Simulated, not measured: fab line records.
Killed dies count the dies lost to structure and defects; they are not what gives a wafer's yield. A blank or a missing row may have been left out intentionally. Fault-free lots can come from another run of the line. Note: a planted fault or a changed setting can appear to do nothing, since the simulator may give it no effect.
fab line records -- flow ritCmos
record lots=14, wafers=42, lastDay=7
route steps=202 shown NWELL@36 M1@202
lots that met no fault: from a run of the same line without faults
startH: start of the lot's first displayed wafer, in hours after the record's first day -- waitH: hours from the lot's prior step to this one -- " the same as in the row above -- L1.1+2: several wafers, shown together as one row -- - no value present, or no start provided -- * or withheld: withheld -- < > ~ a bound
route shown NAME@n: a module of which the file shows steps, and the number in the route of the first -- usual: average and standard deviation across the fault-free wafers -- same: alike in all rows -- chamber/n: place in a boat -- sites: per-site readings -- _std_site: how widely they spread, as a standard deviation -- _edge_site: mean of outer sites minus mean of inner sites -- radiusMm: for every site, how far away it sits from the centre of the wafer -- mask NAME#n: copy n -- behind: the most recent tool/chamber to have shaped the wafer -- hold: reason for holding the lot/hours on hold/outcome of the hold -- device: the n, p or np transistor that did not switch -- end of line: the same wafers' tests at the end of the route -- step lacking rows: just its recipe -- killed: dies lost to structure and defects at the first sort, not the wafer's yield -- map: a wafer's dies, marking killed ones x, the rest . and places with no die _
set.NAME: the setting the step ran with; set.NAME@STEP: the setting that earlier step ran with -- model.NAME: the simulator's own value behind a step, which no gauge read
a sample of lots followed through the steps of the route, with each step as a table and each wafer as a row
services: a tool's chamber out of use, with start hour (startH, from the record's first day; less than 0 if before it), hours out, and reason
## steps
# step RIT_NWELL_IMPLANT_08
# recipe species=P, energyKev=170, doseCm2=5e+13, tiltDeg=7
# usual doseIonsCm2=4.999e+13/5.5e+10, endStationPressureTorr=5.15e-06/2.6e-07, faradayCurrentUA=158/3.2
lot.wafer,tool,chamber,startH,waitH,doseIonsCm2,endStationPressureTorr,faradayCurrentUA
L625.1,implanter-01,0,21.56,0.2,5e+13,5.06e-06,155
L625.2,implanter-01,0,21.56,0.2,4.998e+13,5.51e-06,157
L625.5,implanter-01,0,21.56,0.2,4.991e+13,5.21e-06,163
L626.3,implanter-01,0,25.78,0.2,4.999e+13,5.41e-06,158
L626.5,implanter-01,0,25.78,0.2,5.001e+13,5.15e-06,155
L626.6,implanter-01,0,25.78,0.2,5.01e+13,5.09e-06,155
L627.1,implanter-02,0,30.57,0.2,5.003e+13,5.27e-06,154
L627.4,implanter-02,0,30.57,0.2,4.999e+13,4.76e-06,153
L627.6,implanter-02,0,30.57,0.2,4.997e+13,4.73e-06,158
L628.1,implanter-02,0,35.65,0.2,4.995e+13,4.45e-06,159
L628.4,implanter-02,0,35.65,0.2,4.992e+13,5.53e-06,156
L628.5,implanter-02,0,35.65,0.2,4.988e+13,5.12e-06,158
L629.1,implanter-04,0,41.86,0.2,4.996e+13,5.31e-06,155
L629.2,implanter-04,0,41.86,0.2,4.999e+13,4.98e-06,153
L629.6,implanter-04,0,41.86,0.2,4.996e+13,4.8e-06,157
L630.2,implanter-04,0,47.05,0.2,4.992e+13,5.18e-06,161
L630.4,implanter-04,0,47.05,0.2,4.991e+13,5.04e-06,161
L630.5,implanter-04,0,47.05,0.2,4.999e+13,5.05e-06,154
L632.1,implanter-02,0,55.54,0.2,4.997e+13,5.09e-06,160
L632.2,implanter-02,0,55.54,0.2,5.004e+13,5.07e-06,157
L632.6,implanter-02,0,55.54,0.2,5.001e+13,5.11e-06,155
L633.2,implanter-04,0,61.95,0.2,5.803e+13,5.41e-06,189
L633.4,implanter-04,0,61.95,0.2,5.798e+13,4.77e-06,180
L633.5,implanter-04,0,61.95,0.2,5.804e+13,5.27e-06,188
L635.1,implanter-04,0,71.06,0.2,5.803e+13,5.16e-06,187
L635.4,implanter-04,0,71.06,0.2,5.807e+13,4.97e-06,180
L635.6,implanter-04,0,71.06,0.2,5.791e+13,5.16e-06,181
L641.1,implanter-01,0,101.26,0.3,4.991e+13,4.92e-06,163
L641.2,implanter-01,0,101.26,0.3,4.997e+13,5.55e-06,157
L641.3,implanter-01,0,101.26,0.3,4.996e+13,5.49e-06,153
L642.2,implanter-02,0,108.00,0.2,5.003e+13,4.92e-06,158
L642.4,implanter-02,0,108.00,0.2,5.005e+13,5.1e-06,159
L642.6,implanter-02,0,108.00,0.2,5.006e+13,5.36e-06,166
L643.2,implanter-02,0,110.81,0.2,4.998e+13,4.55e-06,152
L643.3,implanter-02,0,110.81,0.2,5.007e+13,5.1e-06,153
L643.4,implanter-02,0,110.81,0.2,4.995e+13,5.28e-06,158
L646.1,implanter-01,0,125.78,0.2,4.993e+13,5.91e-06,157
L646.2,implanter-01,0,125.78,0.2,5.006e+13,5.13e-06,155
L646.5,implanter-01,0,125.78,0.2,4.999e+13,5.58e-06,154
L648.3,implanter-04,0,135.96,0.2,5.008e+13,5.21e-06,163
L648.4,implanter-04,0,135.96,0.2,4.998e+13,5.26e-06,163
L648.5,implanter-04,0,135.96,0.2,4.992e+13,4.75e-06,161
# step RIT_NWELL_TW_MEAS_10
# usual NWELL_TW=2132/22
lot.wafer,tool,chamber,startH,waitH,hold,NWELL_TW
L625.1,filmMetro-03,-,21.88,0.1,-,2123
L625.2,filmMetro-03,-,21.88,0.1,-,2115
L625.5,filmMetro-03,-,21.88,0.1,-,2130
L626.3,filmMetro-03,-,26.08,0.1,-,2123
L626.5,filmMetro-03,-,26.08,0.1,-,2120
L626.6,filmMetro-03,-,26.08,0.1,-,2110
L627.1,filmMetro-04,-,30.89,0.1,-,2163
L627.4,filmMetro-04,-,30.89,0.1,-,2174
L627.6,filmMetro-04,-,30.89,0.1,-,2165
L628.1,filmMetro-02,-,35.98,0.1,-,2110
L628.4,filmMetro-02,-,35.98,0.1,-,2111
L628.5,filmMetro-02,-,35.98,0.1,-,2108
L629.1,filmMetro-03,-,42.19,0.1,-,2129
L629.2,filmMetro-03,-,42.19,0.1,-,2127
L629.6,filmMetro-03,-,42.19,0.1,-,2129
L630.2,filmMetro-03,-,47.36,0.1,-,2119
L630.4,filmMetro-03,-,47.36,0.1,-,2125
L630.5,filmMetro-03,-,47.36,0.1,-,2109
L632.1,filmMetro-02,-,55.86,0.1,-,2113
L632.2,filmMetro-02,-,55.86,0.1,-,2118
L632.6,filmMetro-02,-,55.86,0.1,-,2107
L633.2,filmMetro-02,-,62.26,0.1,awaitDispo/0.2h/release,2216
L633.4,filmMetro-02,-,62.26,0.1,awaitDispo/0.2h/release,2222
L633.5,filmMetro-02,-,62.26,0.1,awaitDispo/0.2h/release,2222
L633.2,filmMetro-02,-,62.49,0.2,-,2215
L633.4,filmMetro-02,-,62.49,0.2,-,2215
L633.5,filmMetro-02,-,62.49,0.2,-,2226
L635.1,filmMetro-03,-,71.38,0.1,awaitDispo/0.2h/release,2221
L635.4,filmMetro-03,-,71.38,0.1,awaitDispo/0.2h/release,2236
L635.6,filmMetro-03,-,71.38,0.1,awaitDispo/0.2h/release,2235
L635.1,filmMetro-03,-,71.61,0.2,-,2233
L635.4,filmMetro-03,-,71.61,0.2,-,2244
L635.6,filmMetro-03,-,71.61,0.2,-,2231
L641.1,filmMetro-02,-,101.58,0.1,-,2140
L641.2,filmMetro-02,-,101.58,0.1,-,2148
L641.3,filmMetro-02,-,101.58,0.1,-,2119
L642.2,filmMetro-04,-,108.31,0.1,-,2147
L642.4,filmMetro-04,-,108.31,0.1,-,2146
L642.6,filmMetro-04,-,108.31,0.1,-,2145
L643.2,filmMetro-04,-,111.12,0.1,-,2178
L643.3,filmMetro-04,-,111.12,0.1,-,2160
L643.4,filmMetro-04,-,111.12,0.1,-,2154
L646.1,filmMetro-02,-,126.11,0.1,-,2099
L646.2,filmMetro-02,-,126.11,0.1,-,2118
L646.5,filmMetro-02,-,126.11,0.1,-,2107
L648.3,filmMetro-02,-,136.25,0.1,-,2106
L648.4,filmMetro-02,-,136.25,0.1,-,2106
L648.5,filmMetro-02,-,136.25,0.1,-,2117
# step RIT_WELLDRIVE_RS_MEAS_01
# recipe thkMeasGauge=four-point-probe
# usual NWELL_RS=275.9/0.73
lot.wafer,tool,chamber,startH,waitH,hold,NWELL_RS[ohm/sq]
L625.1,filmMetro-03,-,28.61,0.0,-,276.0
L625.2,filmMetro-03,-,28.61,0.0,-,276.5
L625.5,filmMetro-03,-,28.61,0.0,-,276.3
L626.3,filmMetro-02,-,32.96,0.0,-,276.1
L626.5,filmMetro-02,-,32.96,0.0,-,276.4
L626.6,filmMetro-02,-,32.96,0.0,-,276.4
L627.1,filmMetro-02,-,37.71,0.0,-,276.7
L627.4,filmMetro-02,-,37.71,0.0,-,277.2
L627.6,filmMetro-02,-,37.71,0.0,-,275.7
L628.1,filmMetro-03,-,42.79,0.0,-,276.0
L628.4,filmMetro-03,-,42.79,0.0,-,276.2
L628.5,filmMetro-03,-,42.79,0.0,-,275.8
L629.1,filmMetro-03,-,49.01,0.0,-,276.9
L629.2,filmMetro-03,-,49.01,0.0,-,276.2
L629.6,filmMetro-03,-,49.01,0.0,-,277.0
L630.2,filmMetro-03,-,54.19,0.0,-,276.2
L630.4,filmMetro-03,-,54.19,0.0,-,276.4
L630.5,filmMetro-03,-,54.19,0.0,-,276.3
L632.1,filmMetro-04,-,62.61,0.0,-,275.3
L632.2,filmMetro-04,-,62.61,0.0,-,274.8
L632.6,filmMetro-04,-,62.61,0.0,-,275.7
L633.2,filmMetro-04,-,74.78,0.0,awaitDispo/0.2h/release,250.7
L633.4,filmMetro-04,-,74.78,0.0,awaitDispo/0.2h/release,250.6
L633.5,filmMetro-04,-,74.78,0.0,awaitDispo/0.2h/release,250.8
L633.2,filmMetro-04,-,75.07,0.3,-,251.1
L633.4,filmMetro-04,-,75.07,0.3,-,250.9
L633.5,filmMetro-04,-,75.07,0.3,-,250.2
L635.1,filmMetro-03,-,80.33,0.0,awaitDispo/0.2h/release,252.1
L635.4,filmMetro-03,-,80.33,0.0,awaitDispo/0.2h/release,252.0
L635.6,filmMetro-03,-,80.33,0.0,awaitDispo/0.2h/release,252.3
L635.1,filmMetro-03,-,80.62,0.3,-,251.8
L635.4,filmMetro-03,-,80.62,0.3,-,251.9
L635.6,filmMetro-03,-,80.62,0.3,-,252.3
L641.1,filmMetro-02,-,108.46,0.0,-,275.5
L641.2,filmMetro-02,-,108.46,0.0,-,275.9
L641.3,filmMetro-02,-,108.46,0.0,-,275.5
L642.2,filmMetro-03,-,115.02,0.0,-,276.1
L642.4,filmMetro-03,-,115.02,0.0,-,277.2
L642.6,filmMetro-03,-,115.02,0.0,-,276.7
L643.2,filmMetro-02,-,118.41,0.0,-,276.8
L643.3,filmMetro-02,-,118.41,0.0,-,275.6
L643.4,filmMetro-02,-,118.41,0.0,-,276.8
L646.1,filmMetro-03,-,133.02,0.0,-,276.8
L646.2,filmMetro-03,-,133.02,0.0,-,276.6
L646.5,filmMetro-03,-,133.02,0.0,-,275.5
L648.3,filmMetro-02,-,143.25,0.0,-,274.7
L648.4,filmMetro-02,-,143.25,0.0,-,275.4
L648.5,filmMetro-02,-,143.25,0.0,-,274.2
# step RIT_M1_PROBE_99
# usual killed_at_M0_to_M3=0.0/0.12, killedAtContacts=0.1/0.27, killedAtFrontEnd=7/3.1, killedDies=7/3.1, killedOpen=3.6/2.3, killedShort=3.2/2
# same grossDies=264, killed_at_M4_up=0, killedAtBackSide=0, killedAtOther=0
lot.wafer,tool,chamber,startH,waitH,killed_at_M0_to_M3,killedAtContacts,killedAtFrontEnd,killedDies,killedOpen,killedShort
L625.1,prober-02,-,58.56,0.1,0,0,18,18,12,6
L625.2,prober-02,-,58.61,0.1,0,0,3,3,2,1
L625.5,prober-02,-,58.76,0.2,0,0,8,8,5,3
L626.3,prober-01,-,62.45,0.2,0,1,17,18,7,11
L626.5,prober-01,-,62.55,0.2,0,0,6,6,3,3
L626.6,prober-01,-,62.60,0.2,0,0,3,3,0,3
L627.1,prober-02,-,67.68,0.1,0,0,5,5,3,2
L627.4,prober-02,-,67.83,0.2,0,0,11,11,7,4
L627.6,prober-02,-,67.93,0.2,0,0,9,9,4,5
L628.1,prober-01,-,73.56,0.1,0,0,10,10,4,6
L628.4,prober-01,-,73.71,0.2,0,0,8,8,4,4
L628.5,prober-01,-,73.76,0.2,0,0,6,6,1,5
L629.1,prober-01,-,79.08,0.1,0,0,7,7,6,1
L629.2,prober-01,-,79.13,0.1,0,0,2,2,1,1
L629.6,prober-01,-,79.33,0.2,0,0,8,8,5,3
L630.2,prober-02,-,86.24,0.1,0,0,6,6,2,4
L630.4,prober-02,-,86.34,0.2,0,0,6,6,1,5
L630.5,prober-02,-,86.39,0.2,0,0,8,8,4,4
L632.1,prober-02,-,93.60,0.1,0,0,3,3,0,3
L632.2,prober-02,-,93.65,0.1,0,0,7,7,2,5
L632.6,prober-02,-,93.85,0.2,0,0,4,4,3,1
L633.2,prober-01,-,110.77,0.1,0,0,6,6,4,2
L633.4,prober-01,-,110.87,0.2,0,0,4,4,3,1
L633.5,prober-01,-,110.92,0.2,0,0,5,5,4,1
L635.1,prober-01,-,115.46,0.1,0,0,5,5,1,4
L635.4,prober-01,-,115.61,0.2,0,0,2,2,1,1
L635.6,prober-01,-,115.71,0.2,0,0,8,8,5,2
L641.1,prober-01,-,138.14,0.1,0,0,6,6,3,3
L641.2,prober-01,-,138.19,0.1,0,2,14,16,8,8
L641.3,prober-01,-,138.24,0.2,0,0,2,2,0,1
L642.2,prober-02,-,144.52,0.1,1,0,1,2,2,0
L642.4,prober-02,-,144.62,0.2,0,0,14,14,11,3
L642.6,prober-02,-,144.72,0.2,0,0,5,5,2,3
L643.2,prober-01,-,148.49,0.1,0,0,7,7,2,5
L643.3,prober-01,-,148.54,0.2,0,0,10,10,7,3
L643.4,prober-01,-,148.59,0.2,0,0,5,5,2,3
L646.1,prober-02,-,161.36,0.1,0,0,1,1,0,1
L646.2,prober-02,-,161.41,0.1,0,0,5,5,3,2
L646.5,prober-02,-,161.56,0.2,0,0,4,4,3,1
L648.3,prober-02,-,173.11,0.2,0,0,10,10,6,4
L648.4,prober-02,-,173.16,0.2,0,0,7,7,5,2
L648.5,prober-02,-,173.21,0.2,0,0,1,1,1,0
# killed by level:class
L625.1 GATE:geometricParticle:open=7 GATE:geometricParticle:short=3 REOX:geometricParticle:open=2 SILICIDE:geometricParticle:open=2 SILICIDE:geometricParticle:short=2 REOX:geometricParticle:short=1 SPACER:geometricParticle:open=1
L625.2 GATE:geometricParticle:open=2 SILICIDE:geometricParticle:short=1
L625.5 REOX:geometricParticle:open=4 REOX:geometricParticle:short=3 SPACER:geometricParticle:open=1
L626.3 FOX1:geometricParticle:short=4 GATE:geometricParticle:open=3 GATE:geometricParticle:short=3 FOX2:geometricParticle:open=2 FOX1:geometricParticle:open=1 FOX2:geometricParticle:short=1 REOX:geometricParticle:short=1 SPACER:geometricParticle:open=1
L626.5 GATE:geometricParticle:short=2 FOX1:geometricParticle:open=1 FOX2:geometricParticle:short=1 REOX:geometricParticle:open=1 SPACER:geometricParticle:open=1
L626.6 FOX1:geometricParticle:short=2 FOX2:geometricParticle:short=1
L627.1 SPACER:geometricParticle:open=2 FOX2:geometricParticle:short=1 REOX:geometricParticle:open=1 SILICIDE:geometricParticle:short=1
L627.4 GATE:geometricParticle:short=3 GATE:geometricParticle:open=3 FOX2:geometricParticle:open=1 REOX:geometricParticle:short=1 REOX:geometricParticle:open=1 SPACER:geometricParticle:open=1 SILICIDE:geometricParticle:open=1
L627.6 GATE:geometricParticle:short=4 GATE:geometricParticle:open=3 SILICIDE:geometricParticle:open=1 SILICIDE:geometricParticle:short=1
L628.1 GATE:geometricParticle:short=3 REOX:geometricParticle:short=3 GATE:geometricParticle:open=2 REOX:geometricParticle:open=2
L628.4 GATE:geometricParticle:open=3 FOX2:geometricParticle:short=1 REOX:geometricParticle:short=1 SPACER:geometricParticle:short=1 SILICIDE:geometricParticle:short=1 SILICIDE:geometricParticle:open=1
L628.5 SPACER:geometricParticle:short=3 REOX:geometricParticle:short=1 REOX:geometricParticle:open=1 SILICIDE:geometricParticle:short=1
L629.1 GATE:geometricParticle:open=3 FOX2:geometricParticle:open=1 GATE:geometricParticle:short=1 REOX:geometricParticle:open=1 SILICIDE:geometricParticle:open=1
L629.2 GATE:geometricParticle:open=1 REOX:geometricParticle:short=1
L629.6 GATE:geometricParticle:open=3 FOX2:geometricParticle:short=1 GATE:geometricParticle:short=1 REOX:geometricParticle:open=1 SPACER:geometricParticle:short=1 SPACER:geometricParticle:open=1
L630.2 GATE:geometricParticle:short=2 FOX2:geometricParticle:open=1 GATE:geometricParticle:open=1 SPACER:geometricParticle:short=1 SILICIDE:geometricParticle:short=1
L630.4 GATE:geometricParticle:short=3 FOX2:geometricParticle:short=1 FOX2:geometricParticle:open=1 SILICIDE:geometricParticle:short=1
L630.5 SPACER:geometricParticle:short=3 GATE:geometricParticle:open=2 ACTIVE:geometricParticle:open=1 FOX2:geometricParticle:short=1 SPACER:geometricParticle:open=1
L632.1 GATE:geometricParticle:short=2 FOX2:geometricParticle:short=1
L632.2 GATE:geometricParticle:short=2 SPACER:geometricParticle:short=2 FOX1:geometricParticle:open=1 REOX:geometricParticle:short=1 SILICIDE:geometricParticle:open=1
L632.6 REOX:geometricParticle:open=2 GATE:geometricParticle:open=1 REOX:geometricParticle:short=1
L633.2 GATE:geometricParticle:open=2 FOX2:geometricParticle:open=1 GATE:geometricParticle:short=1 REOX:geometricParticle:open=1 REOX:geometricParticle:short=1
L633.4 REOX:geometricParticle:open=2 FOX1:geometricParticle:open=1 SPACER:geometricParticle:short=1
L633.5 FOX2:geometricParticle:open=1 GATE:geometricParticle:open=1 GATE:geometricParticle:short=1 REOX:geometricParticle:open=1 SPACER:geometricParticle:open=1
L635.1 GATE:geometricParticle:short=3 REOX:geometricParticle:open=1 SPACER:geometricParticle:short=1
L635.4 SPACER:geometricParticle:open=1 SILICIDE:geometricParticle:short=1
L635.6 SPACER:geometricParticle:open=2 FOX1:geometricParticle:open=1 FOX2:geometricParticle:short=1 GATE:geometricParticle:short=1 GATE:geometricParticle:open=1 REOX:geometricParticle:open=1 PRETRO:coatMicrobubblePrinted=1
L641.1 ACTIVE:geometricParticle:open=1 FOX1:geometricParticle:open=1 FOX2:geometricParticle:short=1 SPACER:geometricParticle:short=1 SILICIDE:geometricParticle:short=1 SILICIDE:geometricParticle:open=1
L641.2 GATE:geometricParticle:short=5 GATE:geometricParticle:open=4 FOX1:geometricParticle:short=1 FOX2:geometricParticle:open=1 CONTACT:geometricParticle:short=1 REOX:geometricParticle:short=1 SPACER:geometricParticle:open=1 SILICIDE:geometricParticle:open=1
L641.3 FOX2:geometricParticle:short=1 PSD:coatMicrobubblePrinted=1
L642.2 SPACER:geometricParticle:open=1 M1:geometricParticle:open=1
L642.4 GATE:geometricParticle:open=3 REOX:geometricParticle:open=2 SPACER:geometricParticle:open=2 SILICIDE:geometricParticle:open=2 ACTIVE:geometricParticle:short=1 FOX1:geometricParticle:open=1 FOX2:geometricParticle:open=1 GATE:geometricParticle:short=1
L642.6 GATE:geometricParticle:short=3 FOX1:geometricParticle:open=1 GATE:geometricParticle:open=1
L643.2 REOX:geometricParticle:short=2 FOX1:geometricParticle:open=1 FOX2:geometricParticle:short=1 GATE:geometricParticle:open=1 SPACER:geometricParticle:short=1 SILICIDE:geometricParticle:short=1
L643.3 GATE:geometricParticle:open=3 SPACER:geometricParticle:open=2 FOX1:geometricParticle:open=1 GATE:geometricParticle:short=1 REOX:geometricParticle:open=1 REOX:geometricParticle:short=1 SILICIDE:geometricParticle:short=1
L643.4 GATE:geometricParticle:short=2 GATE:geometricParticle:open=2 FOX1:geometricParticle:short=1
L646.1 SILICIDE:geometricParticle:short=1
L646.2 GATE:geometricParticle:open=2 GATE:geometricParticle:short=2 FOX1:geometricParticle:open=1
L646.5 FOX1:geometricParticle:open=2 FOX1:geometricParticle:short=1 SILICIDE:geometricParticle:open=1
L648.3 SPACER:geometricParticle:open=3 FOX1:geometricParticle:short=2 REOX:geometricParticle:open=2 FOX1:geometricParticle:open=1 GATE:geometricParticle:short=1 REOX:geometricParticle:short=1
L648.4 SPACER:geometricParticle:open=2 FOX1:geometricParticle:short=1 FOX1:geometricParticle:open=1 GATE:geometricParticle:short=1 REOX:geometricParticle:open=1 SILICIDE:geometricParticle:open=1
L648.5 GATE:geometricParticle:open=1
## services
tool,chamber,startH,hours,kind
implanter-02,-,8.92,3.2,pm
implanter-02,-,37.09,1.7,repair
implanter-02,-,68.94,6.0,repair
implanter-02,-,99.61,3.7,pm
implanter-04,-,100.21,2.7,pm
implanter-01,-,135.63,15.8,repair
## key
firstSign step=RIT_NWELL_IMPLANT_08, reading=doseIonsCm2, direction=up, sigmas=99+, usual=4.999e+13, struck=5.801e+13
effect step=RIT_NWELL_IMPLANT_08, reading=faradayCurrentUA, direction=up, sigmas=8.1, usual=158, struck=184
effect step=RIT_NWELL_TW_MEAS_10, reading=visit, direction=added
effect step=RIT_WELLDRIVE_RS_MEAS_01, reading=visit, direction=added
effect step=RIT_WELLDRIVE_RS_MEAS_01, reading=NWELL_RS, direction=down, sigmas=34, usual=275.9, struck=251.4
metAt RIT_NWELL_IMPLANT_08
struckLots L633,L635
testerLeftOut L633,L635
onsetBetween 47.05 61.95
fault kind=processParameterDrift, tool=implanter-04, chamber=-, onsetH=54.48, steps=RIT_NWELL_IMPLANT_08, channel=doseCm2, offset=8e+12, shape=step, endH=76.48, actsIn=theseRecipesOnly, stated=5e+13
# testerLeftOut: of these lots the tester's yield and bins aren't shown, on N5 and GAA mostly nor the transistor test; their killed dies are dies lost to structure and defects alone, not to doping, threshold or leakage, so they don't give the yield
